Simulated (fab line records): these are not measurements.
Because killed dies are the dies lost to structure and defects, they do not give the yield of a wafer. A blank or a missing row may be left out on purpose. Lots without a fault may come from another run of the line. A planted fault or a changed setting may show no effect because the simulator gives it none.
fab line records + flow ritCmos
record:
- lots: 6
- wafers: 18
- lastDay: 6
route steps=202 shown GATE@83 M1@202
lots that met no fault: taken from a fault-free run of the same line
startH: the number of hours between the record's first day and the start of the first shown wafer of the lot + waitH: hours since the lot's step before + " identical to the entry in the row above + L1.1+2: several wafers, shown together as one row + - no value present, or no start provided + * or withheld: withheld + < > ~ a bound
route shown NAME@n: a module of which the file shows steps, and the number in the route of the first + usual: mean/standard deviation taken from wafers without a fault + same: alike in all rows + chamber/n: place in a boat + sites: each site's reading + _std_site: the values' standard deviation + _edge_site: the outer-site mean with the inner-site mean subtracted + radiusMm: for every site, how far away it sits from the centre of the wafer + mask NAME#n: copy n + behind: tool/chamber where the wafer was last shaped + hold: what put the lot on hold/how long, in hours/how the hold closed + device: transistor that didn't switch, given as n, p or np + end of line: at the end of the route, the tests of the same wafers + for a step that has no rows: nothing shown but its recipe + killed: at the first sort, the dies lost to defects and structure; wafer yield is something else + map: the dies of a wafer, with x for killed, . for not killed, _ for no die there
set.NAME: the setting as run; set.NAME@STEP: as run at that earlier step + model.NAME: the simulator's own value behind a step, which no gauge read
lots at selected steps of the route; one table per step, one row per wafer
services: when a tool's chamber went out of use (startH, in hours from the record's first day, below 0 if earlier), for how many hours, and the reason
== steps ==
step: RIT_GATE_THK_MEAS_07
recipe:
- reads: SiO2_of_GATE_OXIDATION_05
usual:
- GATE_OXIDE_THK: 3.02/0.063
| lot.wafer | tool         | chamber | startH | waitH | GATE_OXIDE_THK[nm] |
|-----------|--------------|---------|--------|-------|--------------------|
| L700.1    | filmMetro-04 | -       | 36.28  | 0.0   | 3.04               |
| L700.3    | "            | -       | "      | "     | 3.10               |
| L700.4    | "            | -       | "      | "     | 3.07               |
| L703.1    | filmMetro-01 | -       | 52.30  | 0.0   | 3.06               |
| L703.3    | "            | -       | "      | "     | 2.98               |
| L703.6    | "            | -       | "      | "     | 3.08               |
| L704.2    | filmMetro-03 | -       | 57.53  | 0.0   | 3.07               |
| L704.4    | "            | -       | "      | "     | 2.97               |
| L704.5    | "            | -       | "      | "     | 3.07               |
| L712.2    | filmMetro-03 | -       | 94.02  | 0.0   | 3.07               |
| L712.4    | "            | -       | "      | "     | 3.08               |
| L712.6    | "            | -       | "      | "     | 3.08               |
| L717.3    | filmMetro-01 | -       | 118.35 | 0.0   | 2.98               |
| L717.4    | "            | -       | "      | "     | 3.01               |
| L717.5    | "            | -       | "      | "     | 3.04               |
| L719.2    | filmMetro-04 | -       | 129.79 | 0.0   | 3.13               |
| L719.4    | "            | -       | "      | "     | 3.15               |
| L719.6    | "            | -       | "      | "     | 3.11               |
step: RIT_GATE_CVD_08
recipe:
- material: poly-Si
- targetThkNm: 250
- tempC: 610
- precursor: SiH4
- timeS: 2220
- pressureMtorr: 300
- sih4FlowSccm: 100
step: RIT_GATE_THK_MEAS_09
recipe:
- reads: poly-Si_of_GATE_CVD_08
usual:
- GATE_POLY_THK: 250.9/2.6
| lot.wafer | tool         | chamber | startH | waitH | GATE_POLY_THK[nm] |
|-----------|--------------|---------|--------|-------|-------------------|
| L700.1    | filmMetro-03 | -       | 37.96  | 0.0   | 253.3             |
| L700.3    | "            | -       | "      | "     | 254.3             |
| L700.4    | "            | -       | "      | "     | 252.5             |
| L703.1    | filmMetro-04 | -       | 53.97  | 0.0   | 250.1             |
| L703.3    | "            | -       | "      | "     | 250.9             |
| L703.6    | "            | -       | "      | "     | 251.7             |
| L704.2    | filmMetro-04 | -       | 59.73  | 0.0   | 250.8             |
| L704.4    | "            | -       | "      | "     | 251.0             |
| L704.5    | "            | -       | "      | "     | 251.4             |
| L712.2    | filmMetro-01 | -       | 95.70  | 0.0   | 251.1             |
| L712.4    | "            | -       | "      | "     | 252.4             |
| L712.6    | "            | -       | "      | "     | 253.0             |
| L717.3    | filmMetro-04 | -       | 120.17 | 0.0   | 247.5             |
| L717.4    | "            | -       | "      | "     | 247.0             |
| L717.5    | "            | -       | "      | "     | 248.0             |
| L719.2    | filmMetro-01 | -       | 132.27 | 0.0   | 247.0             |
| L719.4    | "            | -       | "      | "     | 248.7             |
| L719.6    | "            | -       | "      | "     | 245.5             |
step: RIT_GATE_HMDS_10
recipe:
- primeTimeS: 60
- primeTempC: 140
step: RIT_GATE_COAT_11
recipe:
- resist: NOVOLAK
- spinRpm: 4250
- resistThkNm: 850
step: RIT_GATE_SOFTBAKE_12
recipe:
- resist: NOVOLAK
- tempC: 90
- timeS: 60
step: RIT_GATE_EXPOSE_13
recipe:
- maskId: M6
- na: 0.6
- sourceShape: conventional
- sigmaOuter: 0.6
- targetCdNm: 150
- doseMj: 380
step: RIT_GATE_PEB_14
recipe:
- resist: NOVOLAK
- tempC: withheld
- timeS: withheld
step: RIT_GATE_DEVELOP_15
recipe:
- resist: NOVOLAK
- developTimeS: 50
- devTempC: 23.65
step: RIT_GATE_CD_MEAS_16
recipe:
- targetCdNm: 150
usual:
- cdNm: 150.4/2.4
| lot.wafer | tool     | chamber | startH | waitH | cdNm  |
|-----------|----------|---------|--------|-------|-------|
| L700.1    | cdSem-01 | -       | 39.07  | -     | 153.4 |
| L700.3    | "        | -       | "      | "     | 151.8 |
| L700.4    | "        | -       | "      | "     | 150.7 |
| L703.1    | cdSem-02 | -       | 55.05  | -     | 149.8 |
| L703.3    | "        | -       | "      | "     | 151.8 |
| L703.6    | "        | -       | "      | "     | 150.7 |
| L704.2    | cdSem-02 | -       | 60.65  | -     | 149.1 |
| L704.4    | "        | -       | "      | "     | 150.6 |
| L704.5    | "        | -       | "      | "     | 149.6 |
| L712.2    | cdSem-02 | -       | 96.74  | -     | 149.7 |
| L712.4    | "        | -       | "      | "     | 150.3 |
| L712.6    | "        | -       | "      | "     | 149.1 |
| L717.3    | cdSem-01 | -       | 121.18 | -     | 150.3 |
| L717.4    | "        | -       | "      | "     | 151.7 |
| L717.5    | "        | -       | "      | "     | 152.4 |
| L719.2    | cdSem-02 | -       | 133.19 | -     | 148.9 |
| L719.4    | "        | -       | "      | "     | 143.6 |
| L719.6    | "        | -       | "      | "     | 148.8 |
step: RIT_GATE_OVL_MEAS_17
usual:
- GATE_OVL: 0.5/1.4
| lot.wafer | tool       | chamber | startH | waitH | GATE_OVL[nm] |
|-----------|------------|---------|--------|-------|--------------|
| L700.1    | overlay-01 | -       | 39.19  | 0.1   | 0.9          |
| L700.3    | "          | -       | "      | "     | 0.8          |
| L700.4    | "          | -       | "      | "     | 1.3          |
| L703.1    | overlay-01 | -       | 55.17  | 0.1   | -2.2         |
| L703.3    | "          | -       | "      | "     | -0.4         |
| L703.6    | "          | -       | "      | "     | 1.2          |
| L704.2    | overlay-02 | -       | 60.75  | 0.1   | 0.4          |
| L704.4    | "          | -       | "      | "     | 0.0          |
| L704.5    | "          | -       | "      | "     | 0.0          |
| L712.2    | overlay-01 | -       | 96.85  | 0.1   | 0.4          |
| L712.4    | "          | -       | "      | "     | 0.4          |
| L712.6    | "          | -       | "      | "     | 0.2          |
| L717.3    | overlay-01 | -       | 121.27 | 0.1   | 1.1          |
| L717.4    | "          | -       | "      | "     | 3.5          |
| L717.5    | "          | -       | "      | "     | 3.5          |
| L719.2    | overlay-02 | -       | 133.30 | 0.1   | -2.2         |
| L719.4    | "          | -       | "      | "     | -0.2         |
| L719.6    | "          | -       | "      | "     | -3.0         |
step: RIT_GATE_HARDBAKE_18
recipe:
- resist: NOVOLAK
- tempC: 140
- timeS: 60
step: RIT_GATE_ETCH_19
recipe:
- chemistry: SF6/CHF3/O2
- timeS: 165
- SF6_flow_sccm: 30
- CHF3_flow_sccm: 30
- O2_flow_sccm: 5
- target: poly-Si
- pressureMtorr: 40
- rfW: 160
- targetDepthA: 3125
- overEtchFrac: 0.25
- stopOn: SiO2
usual:
- SF6_flow_sccm: 30.02/0.097
- drypumpMotorCurrentA: 5.8/0.39
- heBacksideLeakSccm: 2.6/0.32
- oesProductAu: 0.857/0.011
- overEtchFrac: 0.25/0
- rfFwdPowerW: 159.4/0.53
- throttleValvePct: 10.24/0.19
| lot.wafer | tool     | chamber | startH | waitH | SF6_flow_sccm | drypumpMotorCurrentA | heBacksideLeakSccm | oesProductAu | overEtchFrac | rfFwdPowerW | rfHoursCounterH | throttleValvePct | model.NOVOLAK_of_GATE_COAT_11.thkNm |
|-----------|----------|---------|--------|-------|---------------|----------------------|--------------------|--------------|--------------|-------------|-----------------|------------------|-------------------------------------|
| L700.1    | rieSi-02 | 3       | 39.38  | 0.1   | 30.03         | 6.6                  | 2.6                | 0.855        | 0.25         | 158.6       | 147             | 10.10            | 669.2                               |
| L700.3    | "        | 2       | "      | "     | 30.23         | 5.5                  | 2.2                | 0.870        | 0.25         | 158.9       | 1               | 10.51            | 671.1                               |
| L700.4    | "        | 0       | "      | "     | 29.95         | 6.0                  | 2.7                | 0.858        | 0.25         | 160.1       | 128             | 10.08            | 668.4                               |
| L703.1    | rieSi-01 | 2       | 55.36  | 0.1   | 30.09         | 5.8                  | 2.7                | 0.839        | 0.25         | 159.3       | 3               | 9.99             | 670.5                               |
| L703.3    | "        | 3       | "      | "     | 30.11         | 6.1                  | 2.8                | 0.888        | 0.25         | 158.9       | 96              | 10.49            | 669.8                               |
| L703.6    | "        | 1       | "      | "     | 29.97         | 5.6                  | 2.4                | 0.853        | 0.25         | 159.4       | -               | 10.11            | 672.5                               |
| L704.2    | rieSi-02 | 1       | 60.93  | 0.1   | 29.96         | 5.9                  | 2.7                | 0.845        | 0.25         | 159.6       | 146             | 10.34            | 670.2                               |
| L704.4    | "        | 2       | "      | "     | 29.79         | 5.4                  | 2.4                | 0.858        | 0.25         | 159.0       | 2               | 10.53            | 671.3                               |
| L704.5    | "        | 2       | "      | "     | 29.87         | 5.5                  | 2.2                | 0.861        | 0.25         | 159.0       | -               | 10.54            | 671.2                               |
| L712.2    | rieSi-02 | 3       | 97.03  | 0.1   | 30.09         | 6.6                  | 2.6                | 0.854        | 0.25         | 160.0       | 147             | 10.08            | 667.5                               |
| L712.4    | "        | 0       | "      | "     | 30.17         | 6.0                  | 3.9                | 0.855        | 0.25         | 159.4       | 128             | 10.13            | 666.1                               |
| L712.6    | "        | 3       | "      | "     | 30.11         | 6.6                  | 2.5                | 0.863        | 0.25         | 160.2       | -               | 10.08            | 668.3                               |
| L717.3    | rieSi-01 | 2       | 121.44 | 0.1   | 30.08         | 5.7                  | 2.8                | 0.738        | 0.5384       | 159.1       | 4               | 9.99             | 649                                 |
| L717.4    | "        | 0       | "      | "     | 29.95         | 5.2                  | 2.3                | 0.736        | 0.5384       | 160.1       | 24              | 10.22            | 650                                 |
| L717.5    | "        | 2       | "      | "     | 30.07         | 5.7                  | 2.8                | 0.737        | 0.5384       | 159.2       | -               | 9.98             | 650                                 |
| L719.2    | rieSi-01 | 3       | 133.48 | 0.1   | 30.01         | 6.1                  | 2.8                | 0.753        | 0.5384       | 160.0       | 96              | 10.49            | 651.8                               |
| L719.4    | "        | 1       | "      | "     | 29.99         | 5.6                  | 2.4                | 0.740        | 0.5384       | 158.7       | 9               | 10.09            | 649.2                               |
| L719.6    | "        | 3       | "      | "     | 29.88         | 6.1                  | 2.7                | 0.756        | 0.5384       | 159.4       | -               | 10.49            | 648.8                               |
step: RIT_GATE_STRIP_20
recipe:
- chemistry: O2
- timeS: 180
- resist: NOVOLAK
- platenTempC: withheld
- powerW: 500
- pressureMtorr: 4000
- o2FlowSccm: 4000
usual:
- drypumpMotorCurrentA: 5.87/0.27
| lot.wafer | tool           | chamber | startH | waitH | drypumpMotorCurrentA | rfHoursCounterH |
|-----------|----------------|---------|--------|-------|----------------------|-----------------|
| L700.1    | plasmaAsher-01 | 1       | 39.48  | 0.1   | 6.11                 | 38              |
| L700.3    | "              | 0       | "      | "     | 5.42                 | -               |
| L700.4    | "              | 1       | "      | "     | 6.13                 | -               |
| L703.1    | plasmaAsher-03 | 0       | 55.46  | 0.1   | 6.11                 | 41              |
| L703.3    | "              | 1       | "      | "     | 5.97                 | -               |
| L703.6    | "              | 1       | "      | "     | 5.99                 | -               |
| L704.2    | plasmaAsher-04 | 0       | 61.04  | 0.1   | 5.74                 | 44              |
| L704.4    | "              | 1       | "      | "     | 5.78                 | -               |
| L704.5    | "              | 0       | "      | "     | 5.72                 | -               |
| L712.2    | plasmaAsher-03 | 1       | 97.14  | 0.1   | 6.01                 | 46              |
| L712.4    | "              | 0       | "      | "     | 6.09                 | -               |
| L712.6    | "              | 1       | "      | "     | 5.93                 | -               |
| L717.3    | plasmaAsher-03 | 1       | 121.61 | 0.1   | 6.04                 | -               |
| L717.4    | "              | 0       | "      | "     | 6.07                 | -               |
| L717.5    | "              | 1       | "      | "     | 6.05                 | -               |
| L719.2    | plasmaAsher-01 | 0       | 133.58 | 0.1   | 5.39                 | 47              |
| L719.4    | "              | 1       | "      | "     | 6.13                 | -               |
| L719.6    | "              | 1       | "      | "     | 6.13                 | -               |
step: RIT_M1_PROBE_99
usual:
- killed_at_M0_to_M3: 0.0/0.2
- killedAtFrontEnd: 6.7/2.9
- killedDies: 6.8/2.9
- killedOnRim: 1.8/1.4
- killedOpen: 3.3/1.7
- killedShort: 3.4/2.1
same:
- grossDies: 264
- killed_at_M4_up: 0
- killedAtBackSide: 0
- killedAtContacts: 0
- killedAtOther: 0
| lot.wafer | tool      | chamber | startH | waitH | killed_at_M0_to_M3 | killedAtFrontEnd | killedDies | killedOnRim | killedOpen | killedShort | model.etest.pmosTurned.rOnOhmUm | model.etest.pmos_0p15.rOnOhmUm | model.etest.pmos_0p15.driveUaUm | model.etest.pmosTurned.driveUaUm | model.etest.pwellPinched.rsOhmSq | model.etest.nwellPinched.rsOhmSq | model.etest.pmos_0p15.swingMvDec | model.etest.retroEdgePmos.offLog10AUm |
|-----------|-----------|---------|--------|-------|--------------------|------------------|------------|-------------|------------|-------------|---------------------------------|--------------------------------|---------------------------------|----------------------------------|----------------------------------|----------------------------------|----------------------------------|---------------------------------------|
| L700.1    | prober-02 | -       | 61.17  | 0.1   | 0                  | 4                | 4          | 0           | 2          | 2           | 3542                            | 2821                           | 245.3                           | 180.3                            | 459.9                            | 331.6                            | 84.29                            | -10.45                                |
| L700.3    | prober-02 | -       | 61.27  | 0.2   | 0                  | 5                | 5          | 1           | 2          | 3           | 3528                            | 2778                           | 250.4                           | 181.7                            | 451.8                            | 329.9                            | 84.31                            | -10.27                                |
| L700.4    | prober-02 | -       | 61.32  | 0.2   | 0                  | 4                | 4          | 3           | 4          | 0           | 3394                            | 2731                           | 256.3                           | 191.4                            | 462.9                            | 330.9                            | 84.44                            | -10.13                                |
| L703.1    | prober-01 | -       | 76.49  | 0.1   | 0                  | 8                | 8          | 3           | 2          | 6           | 3439                            | 2743                           | 254.8                           | 187.6                            | 449.5                            | 334.5                            | 84.61                            | -10.34                                |
| L703.3    | prober-01 | -       | 76.59  | 0.2   | 1                  | 10               | 11         | 5           | 7          | 4           | 3509                            | 2826                           | 246.3                           | 180.3                            | 445.6                            | 330.8                            | 83.73                            | -10.37                                |
| L703.6    | prober-01 | -       | 76.74  | 0.2   | 0                  | 4                | 4          | 1           | 2          | 2           | 3563                            | 2828                           | 245.5                           | 179.8                            | 441.6                            | 335.8                            | 83.9                             | -10.47                                |
| L704.2    | prober-02 | -       | 81.08  | 0.1   | 0                  | 14               | 14         | 3           | 9          | 5           | 3455                            | 2732                           | 256.7                           | 186                              | 449.7                            | 332.5                            | 83.94                            | -10.14                                |
| L704.4    | prober-02 | -       | 81.18  | 0.2   | 0                  | 7                | 7          | 1           | 5          | 2           | 3507                            | 2798                           | 252.8                           | 183                              | 446.9                            | 335.2                            | 83.49                            | -10.43                                |
| L704.5    | prober-02 | -       | 81.23  | 0.2   | 0                  | 11               | 11         | 3           | 5          | 6           | 3638                            | 2827                           | 248.8                           | 174.1                            | 447.3                            | 337.6                            | 84.02                            | -10.46                                |
| L712.2    | prober-02 | -       | 117.18 | 0.1   | 0                  | 3                | 3          | 1           | 3          | 0           | 3395                            | 2699                           | 256.8                           | 187.8                            | 445.3                            | 331.4                            | 85.08                            | -10.3                                 |
| L712.4    | prober-02 | -       | 117.28 | 0.2   | 0                  | 7                | 7          | 4           | 2          | 3           | 3450                            | 2749                           | 253.3                           | 186                              | 452.6                            | 334.6                            | 84.85                            | -10.4                                 |
| L712.6    | prober-02 | -       | 117.38 | 0.2   | 0                  | 11               | 11         | 1           | 7          | 4           | 3358                            | 2671                           | 261.3                           | 191.2                            | 454.8                            | 335.9                            | 85.08                            | -10.33                                |
| L717.3    | prober-01 | -       | 143.98 | 0.2   | 0                  | 10               | 10         | 3           | 1          | 9           | 3178                            | 2567                           | 279.9                           | 209.8                            | 469.1                            | 346.5                            | 85.35                            | -9.736                                |
| L717.4    | prober-01 | -       | 144.03 | 0.2   | 0                  | 14               | 14         | 7           | 9          | 4           | 3302                            | 2695                           | 266.6                           | 200.6                            | 467                              | 347.1                            | 84.86                            | -9.873                                |
| L717.5    | prober-01 | -       | 144.08 | 0.2   | 0                  | 11               | 11         | 2           | 7          | 4           | 3279                            | 2658                           | 268.6                           | 203.9                            | 464.2                            | 345.4                            | 85.38                            | -9.888                                |
| L719.2    | prober-01 | -       | 154.39 | 0.1   | 1                  | 6                | 7          | 1           | 4          | 2           | 3309                            | 2667                           | 265.1                           | 200.1                            | 468.1                            | 342.7                            | 85.52                            | -10.07                                |
| L719.4    | prober-01 | -       | 154.49 | 0.2   | 0                  | 2                | 2          | 1           | 2          | 0           | 3284                            | 2620                           | 275.4                           | 200.4                            | 457.1                            | 347.8                            | 86.42                            | -9.687                                |
| L719.6    | prober-01 | -       | 154.59 | 0.2   | 1                  | 6                | 7          | 2           | 1          | 5           | 3274                            | 2654                           | 270.2                           | 201.2                            | 460.3                            | 345.1                            | 85.94                            | -9.798                                |
killed by level:class
L700.1 REOX:geometricParticle:short=2 GATE:geometricParticle:open=1 REOX:geometricParticle:open=1
L700.3 FOX2:geometricParticle:short=2 REOX:geometricParticle:open=1 SILICIDE:geometricParticle:open=1 SILICIDE:geometricParticle:short=1
L700.4 SPACER:geometricParticle:open=2 GATE:geometricParticle:open=1 SILICIDE:geometricParticle:open=1
L703.1 GATE:geometricParticle:short=4 FOX2:geometricParticle:open=1 REOX:geometricParticle:short=1 REOX:geometricParticle:open=1 SILICIDE:geometricParticle:short=1
L703.3 GATE:geometricParticle:short=4 GATE:geometricParticle:open=3 FOX1:geometricParticle:open=2 FOX2:geometricParticle:open=1 M1:geometricParticle:open=1
L703.6 GATE:geometricParticle:open=2 GATE:geometricParticle:short=2
L704.2 FOX1:geometricParticle:open=3 GATE:geometricParticle:open=3 FOX1:geometricParticle:short=2 GATE:geometricParticle:short=2 REOX:geometricParticle:open=2 SILICIDE:geometricParticle:short=1 SILICIDE:geometricParticle:open=1
L704.4 SPACER:geometricParticle:open=4 FOX2:geometricParticle:short=1 GATE:geometricParticle:open=1 REOX:geometricParticle:short=1
L704.5 FOX1:geometricParticle:short=2 FOX1:geometricParticle:open=2 GATE:geometricParticle:open=2 SILICIDE:geometricParticle:short=2 FOX2:geometricParticle:short=1 SPACER:geometricParticle:open=1 SPACER:geometricParticle:short=1
L712.2 FOX1:geometricParticle:open=1 FOX2:geometricParticle:open=1 GATE:geometricParticle:open=1
L712.4 SILICIDE:geometricParticle:short=2 NSD:coatMicrobubblePrinted=2 GATE:geometricParticle:open=1 GATE:geometricParticle:short=1 REOX:geometricParticle:open=1
L712.6 REOX:geometricParticle:open=4 SPACER:geometricParticle:open=2 SPACER:geometricParticle:short=2 FOX2:geometricParticle:open=1 GATE:geometricParticle:short=1 REOX:geometricParticle:short=1
L717.3 FOX2:geometricParticle:short=4 FOX1:geometricParticle:short=2 GATE:geometricParticle:short=2 REOX:geometricParticle:short=1 SPACER:geometricParticle:open=1
L717.4 GATE:geometricParticle:open=3 FOX2:geometricParticle:open=2 SPACER:geometricParticle:short=2 ACTIVE:geometricParticle:open=1 FOX1:geometricParticle:open=1 FOX1:geometricParticle:short=1 FOX2:geometricParticle:short=1 REOX:geometricParticle:open=1
L717.5 FOX1:geometricParticle:short=2 FOX2:geometricParticle:open=2 GATE:geometricParticle:open=2 SILICIDE:geometricParticle:open=2 FOX1:geometricParticle:open=1 GATE:geometricParticle:short=1 SPACER:geometricParticle:short=1
L719.2 REOX:geometricParticle:open=2 FOX1:geometricParticle:short=1 GATE:geometricParticle:open=1 SPACER:geometricParticle:open=1 SILICIDE:geometricParticle:short=1 M1:coatMicrobubblePrinted=1
L719.4 GATE:geometricParticle:open=2
L719.6 GATE:geometricParticle:short=4 FOX1:geometricParticle:short=1 GATE:geometricParticle:open=1 M1:coatMicrobubblePrinted=1
== services ==
| tool           | chamber | startH | hours | kind          |
|----------------|---------|--------|-------|---------------|
| rieSi-01       | -       | 34.62  | 6.6   | repair        |
| rieSi-01       | 0       | 52.91  | 15.0  | repair        |
| plasmaAsher-01 | -       | 74.94  | 15.6  | pm            |
| rieSi-01       | -       | 84.60  | 14.6  | pm            |
| plasmaAsher-01 | -       | 106.05 | 2.8   | repair        |
| plasmaAsher-04 | -       | 108.81 | 9.0   | pm            |
| plasmaAsher-04 | 0       | 108.81 | 9.0   | ventCycle     |
| plasmaAsher-04 | 1       | 108.81 | 9.0   | ventCycle     |
| plasmaAsher-04 | 0       | 117.81 | -     | clean         |
| plasmaAsher-04 | 1       | 117.81 | -     | clean         |
| rieSi-02       | 3       | 124.00 | -     | clean         |
| rieSi-02       | 3       | 124.00 | 15.2  | scheduledDown |
| rieSi-02       | 3       | 124.00 | 15.2  | ventCycle     |
| rieSi-01       | 3       | 127.84 | 1.9   | repair        |
== key ==
firstSign:
- step: RIT_GATE_ETCH_19
- reading: overEtchFrac
- direction: up
- sigmas: 99+
- usual: 0.25
- struck: 0.5384
effect:
- step: RIT_GATE_ETCH_19
- reading: oesProductAu
- direction: down
- sigmas: 10
- usual: 0.857
- struck: 0.743
modelEffect:
- step: RIT_GATE_ETCH_19
- value: NOVOLAK_of_GATE_COAT_11.thkNm
- without: 668.9
- struck: 649.8
modelEffect:
- step: RIT_M1_PROBE_99
- value: etest.pmosTurned.rOnOhmUm
- without: 3470
- struck: 3271
metAt RIT_GATE_ETCH_19
struckWafers L717.3,L717.4,L717.5,L719.2,L719.4,L719.6
testerLeftOut L717,L719
onsetBetween 55.36 121.44
fault:
- kind: processParameterDrift
- tool: rieSi-01
- chamber: -
- onsetH: 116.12
- steps: RIT_GATE_ETCH_19
- channel: overEtchFrac
- offset: 0.2884
- shape: step
- endH: 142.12
- stated: 0.25
testerLeftOut: of these lots the tester's yield and bins aren't shown, on N5 and GAA mostly nor the transistor test; their killed dies are dies lost to structure and defects alone, not to doping, threshold or leakage, so they don't give the yield
